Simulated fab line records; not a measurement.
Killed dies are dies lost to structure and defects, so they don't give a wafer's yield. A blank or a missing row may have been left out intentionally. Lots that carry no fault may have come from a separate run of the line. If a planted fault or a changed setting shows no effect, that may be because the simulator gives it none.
Struck lot and sound lot, side by side | flow berkeley_cmos170 | 24 steps out of a route of 331
Sound: wafers L404.1, L404.5, L404.6. Struck: wafers L415.1, L415.2, L415.4. At the end, the cause is stated.
Order at every step that has rows: each side's tool, ch and its chambers, its first start. Under that, the readings that differ: sound wafers | struck wafers | difference of the means | sigmas: that difference in standard deviations of wafers without a fault.
alike: a reading whose means differ by less than 2 such deviations, as well as words and numbers matching on both sides. not compared: withheld readings; readings where some wafer has no value; bounds like >300 that might hide an equal value; numbers whose values overlap and for which the record gives no deviation.
A row with sigmas, a row that says differs or no value, or rows on one side alone: a step with any of these is where the two part. Numbers that have no deviation but don't overlap get no sigmas and don't part them. A reading that every wafer of one side lacks parts them only if that side has two wafers or more.

first, 6 steps without rows for these wafers: UCB170_ZERO_HMDS_00 (prime time 60 s); UCB170_ZERO_COAT_01 (resist thk 900 nm); UCB170_ZERO_SOFTBAKE_02 (time 60 s); UCB170_ZERO_EXPOSE_03 (exposes mask PM MARKS, target cd 4000 nm); UCB170_ZERO_PEB_04; UCB170_ZERO_DEVELOP_05 (develop time 45 s).
UCB170_ZERO_ETCH_06: etches SiO2 in CHF3/CF4/Ar, time 12 s.
  sound on rie_diel-02 ch 1,2,3, day 4 06:40; struck on rie_diel-04 ch 1,2,3, day 6 09:52
  alike: cf4_flow_sccm, drypump_motor_current_A, mfc_ar_sccm, oes_product_au, throttle_valve_pct
  not compared: rf_hours_counter_h
UCB170_ZERO_STRIP_07: strips in O2.
  sound on plasma_asher-02 ch 0,1, day 4 06:42; struck on plasma_asher-01 ch 0,1, day 6 09:53
  alike: drypump_motor_current_A, oes_product_au, strip_time_to_endpoint_s
  not compared: rf_hours_counter_h
then, 2 steps without rows for these wafers: UCB170_NWELL_WET_ETCH_00 (etches SiO2 in dHF, time 200 s); UCB170_NWELL_OXIDATION_01 (target thk 26.4 nm, ox time 1260 s).
UCB170_NWELL_THK_MEAS_02:
  sound: film_metro-02 at day 4 11:25; struck: film_metro-02 at day 6 14:23
  alike: NWELL_OXIDE_THK
then, 1 step without rows for these wafers: UCB170_NWELL_ANNEAL_03 (time 900 s).
UCB170_NWELL_CVD_04: deposits Si3N4 from SiH2Cl2/NH3, target thk 224 nm, time 3360 s.
  sound on lpcvd-02 ch 1, day 4 15:43; struck on lpcvd-01 ch 1, day 6 17:52
  reading                   | sound          | struck         | difference | sigmas
  zone_power_source_pct (%) | 18.2 17.8 18.3 | 23.8 23.9 24.0 | +5.8       | +3
  alike: pressure_mtorr, spike_tc_load_C
UCB170_NWELL_THK_MEAS_05:
  sound: film_metro-02 at day 4 17:39; struck: film_metro-04 at day 6 19:47
  reading                | sound             | struck            | difference | sigmas
  NWELL_NITRIDE_THK (nm) | 223.8 223.1 223.7 | 204.7 202.5 201.8 | -20.5      | -9
then, 6 steps without rows for these wafers: UCB170_NWELL_HMDS_06 (prime time 60 s); UCB170_NWELL_COAT_07 (resist thk 900 nm); UCB170_NWELL_SOFTBAKE_08 (time 60 s); UCB170_NWELL_EXPOSE_09 (exposes mask NWELL, target cd 3000 nm); UCB170_NWELL_PEB_10; UCB170_NWELL_DEVELOP_11 (develop time 45 s).
UCB170_NWELL_OVL_MEAS_12:
  sound: overlay-02 at day 4 18:40; struck: overlay-02 at day 6 21:05
  alike: NWELL_OVL
UCB170_NWELL_ETCH_13: etches Si3N4 in CH3F/Ar/O2, stops on SiO2, target depth 246.4 nm, time 154 s.
  sound on rie_diel-02 ch 2,3, day 4 18:42; struck on rie_diel-03 ch 0,2,3, day 6 21:07
  alike: drypump_motor_current_A, mfc_ar_sccm, oes_product_au, throttle_valve_pct
  not compared: rf_hours_counter_h
following that, these wafers have no rows for 1 step: UCB170_NWELL_IMPLANT_14.
-- the record jumps here: 5 days lie between the struck wafers' starts before and after (it left off in module NWELL and takes up again in module M3, whose first step shown is number 331 of the route) --
UCB170_M3_PROBE_99:
  only the struck wafers here have rows in the record (prober-02, day 12 06:43); the sound ones have none

== WHERE THEY PART ==
Last at UCB170_M3_PROBE_99 as far as this record goes, first at UCB170_NWELL_CVD_04.

WHY: what the simulator had put in
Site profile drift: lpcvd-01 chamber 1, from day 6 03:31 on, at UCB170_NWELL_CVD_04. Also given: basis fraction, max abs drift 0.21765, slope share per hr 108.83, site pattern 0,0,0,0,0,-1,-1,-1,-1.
